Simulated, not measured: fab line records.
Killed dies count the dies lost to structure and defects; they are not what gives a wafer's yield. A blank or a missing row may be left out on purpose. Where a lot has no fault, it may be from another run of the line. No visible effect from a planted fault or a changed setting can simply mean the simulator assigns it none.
Code-filled problem report in 8D (eight disciplines) form    flow rit-cmos    the parts of the form that need people (team, actions taken, sign-off) are left out

1. THE PROBLEM
Wafers free of any fault read 3434 (standard deviation 23) for PSD_TW at RIT_PSD_TW_MEAS_10, against a mean of 3125 on 9 wafers of 3 lots. That puts it -13 standard deviations away from the usual mean.
First observed at day 4 13:48: wafer L991.2, on film-metro-04. The record has a number at this step for 45 wafers belonging to 15 lots. Rule for "out", or "out of limits": more than 4 standard deviations from the usual mean. The other wafers with a number count as sound.

2. WHAT THIS IS AND IS NOT
question                     is                            is not
which readings at this step  PSD_TW                        -
which lots                   L991, L992, L994              L100, L101, L102, L103, L104, L105, L106, L107, L984, L985, L998, L999
which wafers of those lots   all that have a number        -
read on which gauges         film-metro-01, film-metro-04  film-metro-02
when                         from day 4 13:48              up to then (6 sound wafers); but 30 sound wafers of L100, L101, L102, L103, L104, L105, L106, L107, L998, L999 came after

3. THE SUSPECTS, EACH WITH WHAT RULES IT OUT
Counting: a tool at any process step up to the reading remains a suspect when it ran all the lots that are out and ran no sound lot after the first of those.
- the gauge at RIT_PSD_TW_MEAS_10 is ruled out. 2 gauges (film-metro-01, film-metro-04) read the wafers that are out.
- implanter-02 at RIT_PSD_IMPLANT_08: kept. It ran every lot that is out, first L991 (day 4 13:29), and no sound lot after that. Its own beam-energy-keV readings are out on those wafers.
Remaining after the count: implanter-02 at RIT_PSD_IMPLANT_08.

4. THE CAUSE (what the simulator had put in)
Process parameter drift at RIT_PSD_IMPLANT_08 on implanter-02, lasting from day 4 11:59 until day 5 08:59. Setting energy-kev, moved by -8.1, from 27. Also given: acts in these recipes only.
After counting, this tool was the only one left.

5. SEQUENCE OF EFFECTS, ordered by route
Each row: a reading whose mean over the struck wafers that have a number lies more than 3 standard deviations from the usual. Only readings for which the record gives a usual standard deviation are gone through. hours: the time from each lot's start at the first step in this table that gives one to its start at this step, as a median over the lots. sigmas: the change in usual standard deviations.
hours  step                     reading          usual          on struck wafers  change  sigmas
0      RIT_PSD_IMPLANT_08       beam-energy-keV  27.000         18.895            -8.105  -99 or more
0      RIT_PSD_TW_MEAS_10       PSD_TW           3434           3125              -309    -13
1      RIT_SDANNEAL_RS_MEAS_04  PSD_RS           115.93 ohm/sq  138.16            +22.23  +86
Process steps it contains:
- RIT_PSD_IMPLANT_08

6. WHAT WOULD HAVE CAUGHT IT SOONER
The first out-of-limits reading at a measuring or inspecting step in this record came at day 4 13:48, 2 hours after the fault's start at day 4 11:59.
The tool's own readings at RIT_PSD_IMPLANT_08 were out on every struck wafer that the step has a row for (beam-energy-keV): an alarm limit on them would have fired on the first of those.
L992, L994, from the lots that are out (3), started RIT_PSD_IMPLANT_08 on implanter-02 later than day 4 13:48. A hold on the tool at that time would have spared those 2.
